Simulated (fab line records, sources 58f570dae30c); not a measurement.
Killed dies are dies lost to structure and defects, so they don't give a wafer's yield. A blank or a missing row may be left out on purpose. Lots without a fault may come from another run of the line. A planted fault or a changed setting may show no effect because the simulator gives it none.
Problem report in the 8D (eight disciplines) form, filled by code | flow berkeley_cmos170 | the parts of the form that need people (team, actions taken, sign-off) are left out

1. THE PROBLEM
chamber_pressure_mTorr at UCB170_M3_ETCH_17 reads a mean of 15.000 mTorr on 2 wafers of 2 lots; wafers without a fault read 30.003 mTorr with a standard deviation of 0.025. That is -99 or more standard deviations from the usual mean.
The step: etches BARC in N2/H2.
First seen on wafer L737.6, day 9 09:58, on rie_diel-01. The record holds 42 wafers of 14 lots with a number at this step. Rule for "out", or "out of limits": more than 4 standard deviations from the usual mean. The other wafers with a number count as sound.

2. WHAT IT IS AND WHAT IT IS NOT
question                    | is                     | is not
which readings at this step | chamber_pressure_mTorr | drypump_motor_current_A, throttle_valve_pct
which lots                  | L737, L739             | L729, L730, L731, L732, L734, L735, L738, L746, L748, L749, L750, L751
which wafers of those lots  | L737.6, L739.4         | L737.1, L737.2, L739.2, L739.5
read on which tools         | rie_diel-01            | rie_diel-02, rie_diel-03
when                        | from day 9 09:58       | up to then (20 sound wafers); but 20 sound wafers of L738, L739, L746, L748, L749, L750, L751 came after

3. SUSPECTS, AND WHAT RULES EACH OUT
Counting: a tool at a process step up to the reading stays a suspect if it ran every lot that is out. Sound lots after the first of them don't rule it out here, since some wafers of a struck lot are sound.
- rie_diel-01 at UCB170_M3_ETCH_17 (etches BARC in N2/H2): kept. It ran every lot that is out, first L737 (day 9 09:58); its last sound lot up to then is L735 (day 8 18:29). Its own readings are out on those wafers: chamber_pressure_mTorr.
- Within rie_diel-01 at UCB170_M3_ETCH_17: the wafers that are out ran in chamber 3; their sound lot-mates ran in chambers 0, 1.
Left after counting: rie_diel-01 at UCB170_M3_ETCH_17.

4. THE CAUSE (what the simulator had put in)
Process parameter drift: rie_diel-01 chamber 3, from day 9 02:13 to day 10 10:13, at UCB170_M3_ETCH_17. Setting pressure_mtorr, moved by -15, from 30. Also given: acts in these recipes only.
Counting left only this tool.

5. THE CHAIN OF EFFECTS, in route order
Each row: a reading whose mean over the struck wafers that have a number lies more than 3 standard deviations from the usual. Only readings for which the record gives a usual standard deviation are gone through. hours: the time from each lot's start at the first step in this table that gives one to its start at this step, as a median over the lots. sigmas: the change in usual standard deviations.
hours | step              | reading                | usual        | on struck wafers | change  | sigmas
0     | UCB170_M3_ETCH_17 | chamber_pressure_mTorr | 30.003 mTorr | 15.000           | -15.003 | -99 or more
0     | UCB170_M3_ETCH_17 | oes_product_au         | 0.996 a.u.   | 1.050            | +0.054  | +3.6
The process steps in it:
- UCB170_M3_ETCH_17: etches BARC in N2/H2.

6. WHAT WOULD HAVE CAUGHT IT SOONER
In this record the first reading out of limits was taken at day 9 09:58, 8 hours after the fault began at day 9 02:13.
